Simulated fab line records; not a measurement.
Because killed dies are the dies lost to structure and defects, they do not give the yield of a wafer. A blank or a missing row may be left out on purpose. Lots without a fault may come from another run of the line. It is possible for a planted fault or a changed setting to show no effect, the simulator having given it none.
fab line records + flow ritCmos
[record]
- lots = 6
- wafers = 18
- lastDay = 7
route steps=202 shown NLDD@105 PLDD@114
lots that met no fault: from a run of the same line without faults
startH: hours from the record's first day to the start of the lot's first wafer shown + waitH: hours since the lot's step before + " as in the row above + L1.1+2: a single row standing in for several wafers + - no value present, or no start provided + * or withheld: withheld + < > ~ a bound
route shown NAME@n: names a module that has steps shown in the file, with the first one's number in the route + usual: mean and standard deviation over wafers with no fault + same: alike in all rows + chamber/n: place in a boat + sites: each site's reading + _std_site: the standard deviation of these + _edge_site: the outer-site mean with the inner-site mean subtracted + radiusMm: how far each site lies from the wafer's centre + mask NAME#n: copy n + behind: the last tool/chamber to shape the wafer + hold: why the lot was held/for how many hours/how that ended + device: whichever transistor did not switch (one of n, p or np) + end of line: tests run on the same wafers once the route is complete + a step without rows: its recipe alone + killed: dies lost to structure and defects at the first sort, not the wafer's yield + map: per-die view of a wafer (x killed, . not killed, _ where there is no die)
set.NAME: the setting that was run; set.NAME@STEP: the one run at that earlier step + model.NAME: the simulator's own value behind a step, which no gauge read
lots at selected steps of the route; one table per step, one row per wafer
services: from which hour (startH, from the record's first day; less than 0 if before it) a tool's chamber was out of use, for how many hours, and why
[[steps]]
[step RIT_NLDD_SOFTBAKE_02]
[recipe]
- resist = NOVOLAK
- tempC = 90
- timeS = 60
[step RIT_NLDD_EXPOSE_03]
[recipe]
- maskId = M7
- na = 0.57
- targetCdNm = 40700
- doseMj = 250
[step RIT_NLDD_PEB_04]
[recipe]
- resist = NOVOLAK
- tempC = withheld
- timeS = withheld
[step RIT_NLDD_DEVELOP_05]
[recipe]
- resist = NOVOLAK
- developTimeS = 50
- devTempC = 23
[step RIT_NLDD_OVL_MEAS_06]
[usual]
- NLDD_OVL = 1.4/1.4
| lot.wafer | tool       | chamber | startH | waitH | NLDD_OVL[nm] |
|-----------|------------|---------|--------|-------|--------------|
| L344.1    | overlay-02 | -       | 57.58  | -     | 4.4          |
| L344.4    | "          | -       | "      | "     | 1.7          |
| L344.5    | "          | -       | "      | "     | 0.3          |
| L345.2    | overlay-02 | -       | 60.17  | -     | -0.1         |
| L345.4    | "          | -       | "      | "     | -1.1         |
| L345.6    | "          | -       | "      | "     | 1.8          |
| L355.4    | overlay-02 | -       | 110.23 | -     | 1.7          |
| L355.5    | "          | -       | "      | "     | 3.4          |
| L355.6    | "          | -       | "      | "     | 2.6          |
| L358.1    | overlay-02 | -       | 137.56 | -     | 1.0          |
| L358.3    | "          | -       | "      | "     | 2.0          |
| L358.4    | "          | -       | "      | "     | 2.8          |
| L361.2    | overlay-02 | -       | 156.53 | -     | 0.3          |
| L361.5    | "          | -       | "      | "     | 0.6          |
| L361.6    | "          | -       | "      | "     | 1.3          |
| L364.2    | overlay-02 | -       | 162.28 | -     | 2.6          |
| L364.3    | "          | -       | "      | "     | 2.0          |
| L364.5    | "          | -       | "      | "     | 1.1          |
[step RIT_NLDD_HARDBAKE_07]
[recipe]
- resist = NOVOLAK
- tempC = 140
- timeS = 60
[step RIT_NLDD_IMPLANT_08]
[recipe]
- species = P
- energyKev = 20
- doseCm2 = 5.037e+14
- tiltDeg = 7
[step RIT_NLDD_STRIP_09]
[recipe]
- chemistry = O2
- timeS = 180
- resist = NOVOLAK
- platenTempC = withheld
- powerW = 500
- pressureMtorr = 4000
- o2FlowSccm = 4000
[usual]
- drypumpMotorCurrentA = 5.7/0.48
| lot.wafer | tool           | chamber | startH | waitH | drypumpMotorCurrentA | rfHoursCounterH |
|-----------|----------------|---------|--------|-------|----------------------|-----------------|
| L344.1    | plasmaAsher-01 | 0       | 57.92  | 0.1   | 5.1                  | 27              |
| L344.4    | "              | 0       | "      | "     | 5.1                  | -               |
| L344.5    | "              | 0       | "      | "     | 5.1                  | -               |
| L345.2    | plasmaAsher-04 | 0       | 60.50  | 0.1   | 5.9                  | 42              |
| L345.4    | "              | 1       | "      | "     | 5.6                  | -               |
| L345.6    | "              | 1       | "      | "     | 5.7                  | -               |
| L355.4    | plasmaAsher-01 | 1       | 110.61 | 0.1   | 5.7                  | -               |
| L355.5    | "              | 0       | "      | "     | 5.1                  | -               |
| L355.6    | "              | 1       | "      | "     | 5.7                  | -               |
| L358.1    | plasmaAsher-04 | 0       | 137.90 | 0.1   | 5.9                  | 50              |
| L358.3    | "              | 0       | "      | "     | 5.9                  | -               |
| L358.4    | "              | 1       | "      | "     | 5.7                  | -               |
| L361.2    | plasmaAsher-01 | 0       | 156.86 | 0.1   | 5.1                  | 38              |
| L361.5    | "              | 1       | "      | "     | 5.8                  | -               |
| L361.6    | "              | 0       | "      | "     | 5.1                  | -               |
| L364.2    | plasmaAsher-02 | 0       | 162.61 | 0.1   | 5.1                  | 3               |
| L364.3    | "              | 0       | "      | "     | 5.1                  | -               |
| L364.5    | "              | 1       | "      | "     | 6.6                  | -               |
[step RIT_NLDD_TW_MEAS_10]
[usual]
- NLDD_TW = 2488/20
| lot.wafer | tool         | chamber | startH | waitH | NLDD_TW |
|-----------|--------------|---------|--------|-------|---------|
| L344.1    | filmMetro-02 | -       | 58.09  | 0.1   | 2503    |
| L344.4    | "            | -       | "      | "     | 2491    |
| L344.5    | "            | -       | "      | "     | 2493    |
| L345.2    | filmMetro-01 | -       | 60.68  | 0.1   | 2464    |
| L345.4    | "            | -       | "      | "     | 2458    |
| L345.6    | "            | -       | "      | "     | 2476    |
| L355.4    | filmMetro-04 | -       | 110.75 | 0.1   | 2479    |
| L355.5    | "            | -       | "      | "     | 2479    |
| L355.6    | "            | -       | "      | "     | 2473    |
| L358.1    | filmMetro-01 | -       | 138.07 | 0.1   | 2461    |
| L358.3    | "            | -       | "      | "     | 2471    |
| L358.4    | "            | -       | "      | "     | 2484    |
| L361.2    | filmMetro-01 | -       | 157.05 | 0.1   | 2457    |
| L361.5    | "            | -       | "      | "     | 2462    |
| L361.6    | "            | -       | "      | "     | 2474    |
| L364.2    | filmMetro-02 | -       | 162.79 | 0.1   | 2528    |
| L364.3    | "            | -       | "      | "     | 2517    |
| L364.5    | "            | -       | "      | "     | 2530    |
[step RIT_PLDD_HMDS_00]
[recipe]
- primeTimeS = 60
- primeTempC = 140
[step RIT_PLDD_COAT_01]
[recipe]
- resist = NOVOLAK
- spinRpm = 3250
- resistThkNm = 1000
[step RIT_PLDD_SOFTBAKE_02]
[recipe]
- resist = NOVOLAK
- tempC = 90.77
- timeS = 60
[step RIT_PLDD_EXPOSE_03]
[recipe]
- maskId = M8
- na = 0.57
- targetCdNm = 40900
- doseMj = 250
[usual]
- exposureDoseMJCm2 = 249.99/0.25
- focusOffsetNm = -0.1/0.47
| lot.wafer | tool            | chamber | startH | waitH | mask | exposureDoseMJCm2 | focusOffsetNm |
|-----------|-----------------|---------|--------|-------|------|-------------------|---------------|
| L344.1    | ilineStepper-02 | -       | 58.73  | 0.2   | M8#0 | -                 | -             |
| L344.4    | "               | -       | "      | "     | M8#0 | -                 | -             |
| L344.5    | "               | -       | "      | "     | M8#0 | -                 | -             |
| L345.2    | ilineStepper-01 | -       | 61.33  | 0.2   | M8#0 | -                 | -             |
| L345.4    | "               | -       | "      | "     | M8#0 | -                 | -             |
| L345.6    | "               | -       | "      | "     | M8#0 | -                 | -             |
| L355.4    | ilineStepper-01 | 0       | 111.42 | 0.2   | M8#0 | 250.24            | -1.1          |
| L355.5    | "               | 0       | "      | "     | M8#0 | 250.00            | -1.3          |
| L355.6    | "               | 0       | "      | "     | M8#0 | 249.94            | -0.6          |
| L358.1    | ilineStepper-01 | 0       | 138.71 | 0.2   | M8#0 | 250.01            | 0.1           |
| L358.3    | "               | 0       | "      | "     | M8#0 | 249.85            | 0.3           |
| L358.4    | "               | 0       | "      | "     | M8#0 | 249.68            | -0.7          |
| L361.2    | ilineStepper-02 | 0       | 157.57 | 0.1   | M8#0 | 249.59            | 0.0           |
| L361.5    | "               | 0       | "      | "     | M8#0 | 249.75            | -0.7          |
| L361.6    | "               | 0       | "      | "     | M8#0 | 249.79            | 0.8           |
| L364.2    | ilineStepper-02 | 0       | 163.49 | 0.2   | M8#0 | 250.23            | -0.2          |
| L364.3    | "               | 0       | "      | "     | M8#0 | 250.29            | -0.2          |
| L364.5    | "               | 0       | "      | "     | M8#0 | 249.87            | -0.1          |
[step RIT_PLDD_PEB_04]
[recipe]
- resist = NOVOLAK
- tempC = withheld
- timeS = withheld
[[services]]
| tool            | chamber | startH | hours | kind        |
|-----------------|---------|--------|-------|-------------|
| ilineStepper-02 | -       | 61.37  | 1.7   | pm          |
| ilineStepper-01 | -       | 83.57  | 13.7  | repair      |
| ilineStepper-02 | -       | 104.00 | 2.4   | repair      |
| ilineStepper-01 | -       | 108.24 | 1.7   | repair      |
| plasmaAsher-02  | -       | 108.75 | 9.0   | pm          |
| plasmaAsher-02  | 0       | 108.75 | 11.4  | ventCycle   |
| plasmaAsher-02  | 1       | 108.75 | 11.4  | ventCycle   |
| ilineStepper-02 | -       | 115.72 | 8.9   | pm          |
| plasmaAsher-02  | -       | 116.00 | 4.1   | repair      |
| plasmaAsher-02  | 0       | 117.75 | -     | clean       |
| plasmaAsher-02  | 1       | 117.75 | -     | clean       |
| ilineStepper-02 | 0       | 129.29 | -     | calibration |
| plasmaAsher-01  | -       | 132.24 | 3.4   | repair      |
| plasmaAsher-02  | -       | 149.27 | 3.2   | repair      |
[[key]]
[firstSign]
- step = RIT_PLDD_EXPOSE_03
- reading = toolRecord
- direction = missing
effect none on later readings
metAt RIT_PLDD_EXPOSE_03
struckWafers L344.1,L344.4,L344.5,L345.2,L345.4,L345.6
sortLeftOut L344.1,L344.4,L344.5,L345.2,L345.4,L345.6
testerLeftOut L344,L345
[fault]
- kind = skippedStepWhole
- tool = ilineStepper-01,ilineStepper-02
- chamber = -
- onsetH = 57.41
- steps = RIT_PLDD_EXPOSE_03
- scope = struckLotsOnly
// testerLeftOut: of these lots the tester's yield and bins aren't shown, on N5 and GAA mostly nor the transistor test; their killed dies are dies lost to structure and defects alone, not to doping, threshold or leakage, so they don't give the yield
// sortLeftOut: the simulated sort isn't trusted on such a fault, so these wafers' sort isn't shown, and their yield isn't known
